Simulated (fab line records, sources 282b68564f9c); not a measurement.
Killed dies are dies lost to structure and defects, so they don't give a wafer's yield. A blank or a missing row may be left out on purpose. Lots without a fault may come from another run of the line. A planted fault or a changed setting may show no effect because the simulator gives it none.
fab line records | flow rit_cmos
record lots=15 wafers=45 last_day=7
route steps=202 shown FOX1@20 M1@202
lots that met no fault: from a run of the same line without faults
start_h: hours from the record's first day to the start of the lot's first wafer shown | wait_h: hours since the lot's step before | " the same as in the row above | L1.1+2: a row that stands for several wafers | - no value, or no start given | * or withheld: withheld | < > ~ a bound
route shown NAME@n: a module of which the file shows steps, and the number in the route of the first | usual: mean/standard deviation of fault-free wafers | same: alike in all rows | chamber/n: place in a boat | sites: the reading at each site | _std_site: their standard deviation | _edge_site: outer sites' mean less inner sites' | radius_mm: how far each site lies from the wafer's centre | mask NAME#n: copy n | behind: the tool/chamber that last shaped the wafer | hold: why the lot was held/for how many hours/how that ended | device: the transistor (n, p or np) that didn't switch | end of line: the same wafers' tests at the end of the route | a step without rows: its recipe alone | killed: dies lost to structure and defects at the first sort, not the wafer's yield | map: a wafer's dies, x killed, . not, _ none there
set.NAME: the setting as run; set.NAME@STEP: as run at that earlier step | model.NAME: the simulator's own value behind a step, which no gauge read
steps of the route over a sample of lots; a table a step, a row a wafer
services: from which hour (start_h, from the record's first day; less than 0 if before it) a tool's chamber was out of use, for how many hours, and why
## steps
# step RIT_FOX1_OXIDATION_00
# recipe temp_c=1100 ambient=H2O target_thk_a=3507 p_h2o_torr=720 ox_time_s=1130
# usual ox_temp_c=1100.0/0.49 zone_power_centre_pct=48.5/2.3
# columns lot.wafer tool chamber start_h wait_h ox_temp_c zone_power_centre_pct
L402.3 furnace-02 0 15.81 0.0 1100.1 46.2
L402.4 " 0 " " 1100.8 46.7
L402.5 " 0 " " 1100.4 46.7
L403.1 furnace-02 0 20.50 0.0 1099.7 46.9
L403.5 " 0 " " 1100.0 47.0
L403.6 " 0 " " 1099.8 47.3
L404.1 furnace-03 0 27.44 0.0 1100.1 53.2
L404.4 " 0 " " 1099.5 52.2
L404.5 " 0 " " 1099.4 53.3
L406.2 furnace-01 0 37.19 1.5 1099.8 48.0
L406.5 " 0 " " 1100.3 47.9
L406.6 " 0 " " 1100.5 47.2
L407.1 furnace-03 0 40.68 0.1 1100.2 53.6
L407.2 " 0 " " 1100.3 52.9
L407.4 " 0 " " 1099.7 52.9
L408.2 furnace-01 0 45.65 0.0 1100.4 48.1
L408.3 " 0 " " 1100.0 47.7
L408.6 " 0 " " 1100.3 47.9
L408.2 furnace-01 0 47.13 0.2 1100.3 47.9
L408.3 " 0 " " 1100.3 48.6
L408.6 " 0 " " 1101.2 48.1
L409.2 furnace-01 0 51.58 1.1 1099.9 48.3
L409.5 " 0 " " 1099.7 48.4
L409.6 " 0 " " 1099.4 47.8
L411.1 furnace-02 0 61.09 0.5 1098.9 46.7
L411.5 " 0 " " 1099.1 46.6
L411.6 " 0 " " 1099.0 47.2
L411.1 furnace-02 0 62.57 0.2 1099.9 46.1
L411.5 " 0 " " 1099.6 46.1
L411.6 " 0 " " 1099.1 47.4
L415.2 furnace-01 0 82.28 1.6 1100.1 48.3
L415.3 " 0 " " 1100.2 47.8
L415.4 " 0 " " 1099.5 47.2
L415.2 furnace-01 0 83.76 0.2 1099.5 48.5
L415.3 " 0 " " 1099.7 48.5
L415.4 " 0 " " 1100.3 47.5
L418.1 furnace-02 0 97.09 0.4 1099.7 47.4
L418.3 " 0 " " 1099.5 46.6
L418.4 " 0 " " 1099.7 46.3
L419.2 furnace-01 0 100.50 0.0 1100.4 47.6
L419.3 " 0 " " 1100.1 49.0
L419.5 " 0 " " 1100.3 47.1
L420.2 furnace-02 0 106.20 0.0 1099.5 45.9
L420.3 " 0 " " 1099.5 47.3
L420.6 " 0 " " 1099.8 46.9
L421.1 furnace-01 0 111.56 0.9 1100.3 48.0
L421.4 " 0 " " 1100.5 48.4
L421.6 " 0 " " 1099.6 48.1
L422.2 furnace-03 0 115.50 0.0 1099.8 52.8
L422.3 " 0 " " 1099.1 52.2
L422.6 " 0 " " 1099.8 53.0
L424.1 furnace-03 0 125.59 0.0 1099.6 52.3
L424.2 " 0 " " 1099.9 53.0
L424.6 " 0 " " 1100.6 53.4
# step RIT_FOX1_THK_MEAS_01
# recipe reads=SiO2_of_FOX1_OXIDATION_00
# usual FOX1_OXIDE_THK=352/7
# columns lot.wafer tool chamber start_h wait_h FOX1_OXIDE_THK[nm]
L402.3 film_metro-03 - 17.14 0.0 341
L402.4 " - " " 343
L402.5 " - " " 340
L403.1 film_metro-01 - 21.82 0.0 365
L403.5 " - " " 355
L403.6 " - " " 358
L404.1 film_metro-01 - 28.75 0.0 355
L404.4 " - " " 358
L404.5 " - " " 351
L406.2 film_metro-04 - 38.52 0.0 335
L406.5 " - " " 340
L406.6 " - " " 331
L407.1 film_metro-03 - 41.99 0.0 351
L407.2 " - " " 353
L407.4 " - " " 351
L408.2 film_metro-03 - 48.45 0.0 521
L408.3 " - " " 525
L408.6 " - " " 520
L409.2 film_metro-01 - 52.90 0.0 355
L409.5 " - " " 348
L409.6 " - " " 350
L411.1 film_metro-04 - 63.88 0.0 536
L411.5 " - " " 535
L411.6 " - " " 537
L415.2 film_metro-03 - 85.08 0.0 548
L415.3 " - " " 544
L415.4 " - " " 553
L418.1 film_metro-03 - 98.40 0.0 354
L418.3 " - " " 355
L418.4 " - " " 356
L419.2 film_metro-01 - 101.83 0.0 354
L419.3 " - " " 351
L419.5 " - " " 347
L420.2 film_metro-01 - 107.52 0.0 358
L420.3 " - " " 359
L420.6 " - " " 355
L421.1 film_metro-01 - 112.88 0.0 355
L421.4 " - " " 355
L421.6 " - " " 350
L422.2 film_metro-01 - 116.83 0.0 345
L422.3 " - " " 352
L422.6 " - " " 351
L424.1 film_metro-03 - 126.91 0.0 348
L424.2 " - " " 349
L424.6 " - " " 350
# step RIT_M1_PROBE_99
# usual killed_at_M0_to_M3=0.0/0.22 killed_at_contacts=0.0/0.18 killed_at_front_end=7/3.1 killed_dies=7/3.1 killed_open=3.2/2.1 killed_short=3.4/2
# same gross_dies=264 killed_at_M4_up=0 killed_at_back_side=0 killed_at_other=0
# columns lot.wafer tool chamber start_h wait_h killed_at_M0_to_M3 killed_at_contacts killed_at_front_end killed_dies killed_open killed_short
L408.2 prober-02 - 94.22 0.1 0 0 8 8 4 4
L408.3 prober-02 - 94.27 0.2 0 0 4 4 1 3
L408.6 prober-02 - 94.42 0.2 0 0 2 2 1 1
L415.2 prober-02 - 130.78 0.1 0 0 9 9 5 4
L415.3 prober-02 - 130.83 0.2 0 0 2 2 1 1
L415.4 prober-02 - 130.88 0.2 0 0 7 7 3 4
# killed by level:class
L408.2 FOX1:geometric_particle:short=1 FOX1:geometric_particle:open=1 FOX2:geometric_particle:open=1 FOX2:geometric_particle:short=1 GATE:geometric_particle:short=1 SPACER:geometric_particle:open=1 SILICIDE:geometric_particle:short=1 SILICIDE:geometric_particle:open=1
L408.3 SPACER:geometric_particle:short=2 REOX:geometric_particle:short=1 SPACER:geometric_particle:open=1
L408.6 FOX1:geometric_particle:open=1 SPACER:geometric_particle:short=1
L415.2 FOX1:geometric_particle:short=3 FOX1:geometric_particle:open=2 FOX2:geometric_particle:open=2 REOX:geometric_particle:open=1 SPACER:geometric_particle:short=1
L415.3 GATE:geometric_particle:short=1 SILICIDE:geometric_particle:open=1
L415.4 FOX1:geometric_particle:short=2 GATE:geometric_particle:open=2 FOX1:geometric_particle:open=1 GATE:geometric_particle:short=1 SPACER:geometric_particle:short=1
## services
# columns tool chamber start_h hours kind
furnace-03 - 31.21 1.1 repair
furnace-03 - 88.27 2.9 pm
## key
first_sign step=RIT_FOX1_OXIDATION_00 reading=visit direction=added
effect step=RIT_FOX1_THK_MEAS_01 reading=FOX1_OXIDE_THK direction=up sigmas=26 usual=352 struck=535
met_at RIT_FOX1_OXIDATION_00
struck_lots L408,L411,L415
tester_left_out L408,L411,L415
fault kind=repeated_step_whole tool=furnace-01,furnace-02,furnace-03 chamber=- onset_h=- steps=RIT_FOX1_OXIDATION_00 times=1 scope=struck_lots_only
# tester_left_out: of these lots the tester's yield and bins aren't shown, on N5 and GAA mostly nor the transistor test; their killed dies are dies lost to structure and defects alone, not to doping, threshold or leakage, so they don't give the yield
